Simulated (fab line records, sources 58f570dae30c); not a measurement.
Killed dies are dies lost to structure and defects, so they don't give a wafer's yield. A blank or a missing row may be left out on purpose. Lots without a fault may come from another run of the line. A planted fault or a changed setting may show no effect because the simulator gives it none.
Which tool did it? | flow berkeley_cmos170 | 14 lots, 42 wafers sampled, at 2 steps of a route of 331

WHAT THE GAUGES READ, wafer by wafer
UCB170_START_BOW_MEAS_00. Usual: INCOMING_BOW -1 um, standard deviation 6.6.
lot  | measured    | on            | INCOMING_BOW (um) | flag
L664 | day 1 10:00 | film_metro-01 | 3 -4 -9           |
L665 | day 1 15:01 | film_metro-03 | -1 3 3            |
L666 | day 1 20:00 | film_metro-01 | 1 0 3             |
L668 | day 2 06:02 | film_metro-03 | -7 8 3            |
L669 | day 2 11:02 | film_metro-01 | -3 1 2            |
L671 | day 2 21:00 | film_metro-01 | -9 2 -9           |
L672 | day 3 02:01 | film_metro-01 | 7 3 3             |
L673 | day 3 07:02 | film_metro-03 | 6 -4 -1           |
L674 | day 3 12:01 | film_metro-04 | 3 3 -5            |
L675 | day 3 17:00 | film_metro-01 | 3 -10 -16         |
L678 | day 4 08:00 | film_metro-04 | -8 -5 -3          |
L685 | day 5 19:01 | film_metro-01 | -11 3 -8          |
L686 | day 6 00:01 | film_metro-01 | -1 12 1           |
L687 | day 6 05:02 | film_metro-04 | -11 0 -1          |

UCB170_NWELL_OVL_MEAS_12. Usual: NWELL_OVL -1 nm, standard deviation 5.7.
lot  | measured    | on         | NWELL_OVL (nm) | flag
L664 | day 2 08:18 | overlay-02 | -3 -2 -11      |
L665 | day 2 08:28 | overlay-02 | -13 -14 -7     |
L666 | day 2 16:05 | overlay-01 | 5 -3 -8        |
L668 | day 3 02:50 | overlay-02 | 0 -4 5         |
L669 | day 3 08:24 | overlay-01 | -2 -9 -1       |
L671 | day 3 23:07 | overlay-01 | -5 -1 3        |
L672 | day 3 23:05 | overlay-02 | -4 -3 -9       |
L673 | day 4 03:52 | overlay-02 | 7 -1 0         |
L674 | day 4 08:43 | overlay-02 | -2 3 3         |
L675 | day 4 15:55 | overlay-01 | 6 0 2          |
L678 | day 5 02:48 | overlay-01 | -7 -7 -8       |
L685 | day 6 18:10 | overlay-02 | 7 3 0          |
L686 | day 6 18:25 | overlay-01 | -3 6 0         |
L687 | day 7 02:42 | overlay-02 | -4 -2 9        |

WHICH TOOL RAN EACH LOT (tool, then ch and the chambers of the sampled wafers, then the start)
The record holds no process step before these readings.

WHAT THE TOOLS THEMSELVES READ (means of the sampled wafers that have a number; where no wafer has one, the mark that the record gives instead)
The record holds no such reading with a usual standard deviation.

THE ANSWER, worked out from the rows above alone
Rule: a lot is off if the mean of its wafers that have a number lies more than 3 standard deviations from the usual mean. A lot without any number at a reading at which 4 lots or more have one is off too. The other lots that the step has rows for count as sound. The gauges are gone through in route order, then the tools' own readings, and for those a lot's mean is taken as printed above. The first step at which some lot is off is used, and at that step the reading that is off furthest; a lot without a number counts as furthest.
No lot is off at any reading shown: from this, nothing can be told.

WHAT THE SIMULATOR HAD PUT IN
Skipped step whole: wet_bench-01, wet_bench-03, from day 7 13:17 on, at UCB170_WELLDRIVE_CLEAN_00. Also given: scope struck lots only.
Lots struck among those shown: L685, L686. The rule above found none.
